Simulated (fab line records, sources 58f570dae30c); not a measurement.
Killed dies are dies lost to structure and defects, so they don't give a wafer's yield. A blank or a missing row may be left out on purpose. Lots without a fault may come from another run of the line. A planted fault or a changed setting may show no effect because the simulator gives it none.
A struck lot beside a sound one | flow berkeley_cmos170 | 18 steps out of a route of 331
Sound: wafers L889.3, L889.5, L889.6. Struck: wafers L900.1, L900.3, L900.5. The cause comes at the end.
At each step with rows: each side's tool, then ch and its chambers, then its first start. Under that, the readings that differ: sound wafers | struck wafers | difference of the means | sigmas: that difference in standard deviations of wafers without a fault.
alike: readings whose means differ by less than 2 such deviations, and words and numbers that are the same on both sides. not compared: withheld readings, readings that some wafer has no value for, bounds like >300 that may hide the same value, and numbers for which the record gives no deviation and whose values overlap.
The two part at a step that has a row with sigmas, a row that says differs or no value, or rows on one side only. Numbers that don't overlap but have no deviation are shown without sigmas and don't part them. A reading that every wafer of one side lacks parts them only if that side has two wafers or more.

first, 2 steps without rows for these wafers: UCB170_PLDD_PEB_04; UCB170_PLDD_DEVELOP_05 (develop time 45 s).
UCB170_PLDD_CD_MEAS_06: target cd 1200 nm.
  sound on cd_sem-02, day 6 09:02; struck on cd_sem-01, day 9 08:19
  alike: cd_nm
UCB170_PLDD_OVL_MEAS_07:
  sound on overlay-02, day 6 09:07; struck on overlay-01, day 9 08:26
  alike: PLDD_OVL
then, 2 steps without rows for these wafers: UCB170_PLDD_IMPLANT_08; UCB170_PLDD_IMPLANT_09.
UCB170_PLDD_STRIP_10: strips in O2.
  sound on plasma_asher-01 ch 0,1, day 6 09:29; struck on plasma_asher-04 ch 0,1, day 9 08:47
  alike: drypump_motor_current_A, oes_product_au, strip_time_to_endpoint_s
  not compared: rf_hours_counter_h
UCB170_PLDD_TW_MEAS_11:
  sound on film_metro-01, day 6 09:34; struck on film_metro-04, day 9 08:53
  reading | sound          | struck        | difference | sigmas
  PLDD_TW | 1011 1015 1013 | 1002 994 1001 | -14        | -2
then, 4 steps without rows for these wafers: UCB170_PLDD_CLEAN_12 (cleans in SPM, time 600 s); UCB170_NLDD_HMDS_00 (prime time 60 s); UCB170_NLDD_COAT_01 (resist thk 900 nm); UCB170_NLDD_SOFTBAKE_02 (time 60 s).
UCB170_NLDD_EXPOSE_03: exposes mask NSELECT, target cd 1200 nm.
  sound on krf_scanner-02 ch 0, day 6 10:38; struck on krf_scanner-02 ch 0, day 9 09:42
  alike: mask, reticle_temp_C, stage_vel_mm_s
then, 2 steps without rows for these wafers: UCB170_NLDD_PEB_04; UCB170_NLDD_DEVELOP_05 (develop time 45 s).
UCB170_NLDD_CD_MEAS_06: target cd 1200 nm.
  sound on cd_sem-01, day 6 11:30; struck on cd_sem-01, day 9 10:10
  reading    | sound                | struck               | difference | sigmas
  cd_nm (nm) | 1200.7 1200.6 1199.5 | 1202.7 1209.8 1208.4 | +6.7       | +4
UCB170_NLDD_OVL_MEAS_07:
  sound on overlay-02, day 6 11:36; struck on overlay-01, day 9 10:17
  reading       | sound      | struck | difference | sigmas
  NLDD_OVL (nm) | -17 -16 -6 | 5 0 5  | +16        | +3
UCB170_M3_PROBE_99:
  the record has rows for the struck wafers here (prober-02, day 10 22:28) and none for the sound ones

WHERE THEY PART
First at UCB170_PLDD_TW_MEAS_11; last, within this record, at UCB170_M3_PROBE_99.

WHY: what the simulator had put in
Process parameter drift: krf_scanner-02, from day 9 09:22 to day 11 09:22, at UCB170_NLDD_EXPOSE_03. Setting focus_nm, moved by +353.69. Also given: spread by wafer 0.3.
